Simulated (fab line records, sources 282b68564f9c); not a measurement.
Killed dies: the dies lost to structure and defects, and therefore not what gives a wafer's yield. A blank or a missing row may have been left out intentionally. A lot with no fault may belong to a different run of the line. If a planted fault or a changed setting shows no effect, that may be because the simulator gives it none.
Comparing a struck lot with a sound one / flow rit cmos / 15 out of 202 route steps
Sound: the wafers L763.1, L763.3, L763.5. Wafers struck: L769.2, L769.3, L769.5. Last of all comes the cause.
At each step with rows: each side's tool, then ch and its chambers, then its first start. Under that, the readings that differ: sound wafers / struck wafers / difference of the means / sigmas: that difference in standard deviations of wafers without a fault.
alike: words and numbers the same on both sides, and readings whose means are apart by under 2 such deviations; not compared: readings that were withheld, readings missing a value for some wafer, numbers with overlapping values and no deviation given by the record, and bounds like >300 which may hide the same value.
The two part at a step that has a row with sigmas, a row that says differs or no value, or rows on one side only. Non-overlapping numbers with no deviation appear without sigmas and do not part them. A reading missing from all wafers of one side parts the sides only when that side holds two or more wafers.

first, 1 step without rows for these wafers: RIT_GATE_CVD_08 (deposits poly-Si from SiH4, target thk 250 nm, time 2220 s).
RIT_GATE_THK_MEAS_09:
  sound on film metro-01, day 4 08:34; struck on film metro-01, day 5 09:10
  alike: GATE_POLY_THK
then, 6 steps without rows for these wafers: RIT_GATE_HMDS_10 (prime time 60 s); RIT_GATE_COAT_11 (resist thk 850 nm); RIT_GATE_SOFTBAKE_12 (time 60 s); RIT_GATE_EXPOSE_13 (exposes mask M6, target cd 150 nm); RIT_GATE_PEB_14; RIT_GATE_DEVELOP_15 (develop time 50 s).
RIT_GATE_CD_MEAS_16: the cd target is 150 nm.
  sound on cd sem-02, day 4 09:36; struck on cd sem-02, day 5 10:14
  alike: cd nm
RIT_GATE_OVL_MEAS_17:
  sound on overlay-01, day 4 09:43; struck on overlay-02, day 5 10:20
  alike: GATE_OVL
then, 1 step without rows for these wafers: RIT_GATE_HARDBAKE_18 (time 60 s).
RIT_GATE_ETCH_19: etches poly-Si in SF6/CHF3/O2, stops on SiO2, time 165 s, target depth 312.5 nm.
  sound on rie si-01 ch 0,2, day 4 09:55; struck on rie si-01 ch 0,2, day 5 10:31
  alike: drypump motor current A, oes product au, throttle valve pct
  not compared: rf hours counter h
RIT_GATE_STRIP_20: strips in O2, time 180 s.
  sound on plasma asher-04 ch 0,1, day 4 10:01; struck on plasma asher-03 ch 0,1, day 5 10:37
  no value came back on the struck wafers for chamber pressure mTorr (mTorr), drypump motor current A (A); on the sound wafers chamber pressure mTorr (mTorr) reads 4003 4000 3996
reading=model.NOVOLAK_of_GATE_COAT_11.thk nm (nm); sound=0 0 0; struck=667.3 672.8 670.6; difference=+670.2; sigmas=
  not compared: rf hours counter h
RIT_GATE_CD_MEAS_90: the cd target is 150 nm.
  sound on cd sem-02, day 4 10:11; struck on cd sem-01, day 5 10:49
  alike: cd nm
RIT_M1_PROBE_99:
  sound on prober-02, day 5 09:28; struck on prober-01, day 6 07:40
reading=killed at front end; sound=9 5 11; struck=264 264 264; difference=+256; sigmas=+88
reading=killed dies; sound=9 5 11; struck=264 264 264; difference=+256; sigmas=+88
reading=killed on rim; sound=4 2 3; struck=70 70 70; difference=+67; sigmas=+48
  alike: killed open, killed short

== WHERE THEY PART ==
First at RIT_GATE_STRIP_20; last, within this record, at RIT_M1_PROBE_99.

WHY: the cause the simulator had injected
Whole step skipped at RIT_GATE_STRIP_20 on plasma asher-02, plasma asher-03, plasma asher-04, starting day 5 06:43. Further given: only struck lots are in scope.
